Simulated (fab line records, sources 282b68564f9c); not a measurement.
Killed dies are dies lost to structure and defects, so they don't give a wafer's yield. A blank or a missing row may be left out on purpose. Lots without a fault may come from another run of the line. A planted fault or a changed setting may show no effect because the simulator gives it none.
Which tool did it? | flow rit_cmos | 6 lots, 18 wafers sampled, at 2 steps of a route of 202

WHAT THE GAUGES READ, wafer by wafer
RIT_CONTACT_THK_MEAS_01.
lot  | measured    | on            | CONTACT_TEOS_THK (nm)
L272 | day 3 11:46 | film_metro-01 | 399 401 405
L275 | day 3 23:32 | film_metro-04 | 390 390 394
L284 | day 5 20:49 | film_metro-02 | 397 387 397
L287 | day 6 18:53 | film_metro-02 | 393 395 399
L290 | day 7 08:57 | film_metro-01 | 396 403 403
L293 | day 8 01:56 | film_metro-01 | 394 394 403

WHICH TOOL RAN EACH LOT (tool, then ch and the chambers of the sampled wafers, then the start)
lot  | RIT_CONTACT_CVD_00
L272 | pecvd-03 ch 0,1,2, day 3 11:43
L275 | pecvd-03 ch 0,1,2, day 3 23:29
L284 | pecvd-03 ch 0,2, day 5 20:46
L287 | pecvd-03 ch 0,1,2, day 6 18:50
L290 | pecvd-03 ch 1,2, day 7 08:53
L293 | pecvd-03 ch 0,1,2, day 8 01:53
- RIT_CONTACT_CVD_00: deposits SiO2 from TEOS, target thk 400 nm, time 61 s.

THE ANSWER, worked out from the rows above alone
Rule: what is usual is taken from the lots themselves. Put in order of their means at a reading, lots are off if they are a third of the lots or fewer, leave a main group of 4 or more, and stand apart from it by a gap of 3 or more times the standard deviation of the main group's means; of several such gaps the widest counts. A main group whose means are all the same, to the digits that the tables above print for the reading, isn't used. A lot without any number at a reading at which 4 lots or more have one is off too. The other lots that the step has rows for count as sound.
No lot is off at any reading shown: from this, nothing can be told.

WHAT THE SIMULATOR HAD PUT IN
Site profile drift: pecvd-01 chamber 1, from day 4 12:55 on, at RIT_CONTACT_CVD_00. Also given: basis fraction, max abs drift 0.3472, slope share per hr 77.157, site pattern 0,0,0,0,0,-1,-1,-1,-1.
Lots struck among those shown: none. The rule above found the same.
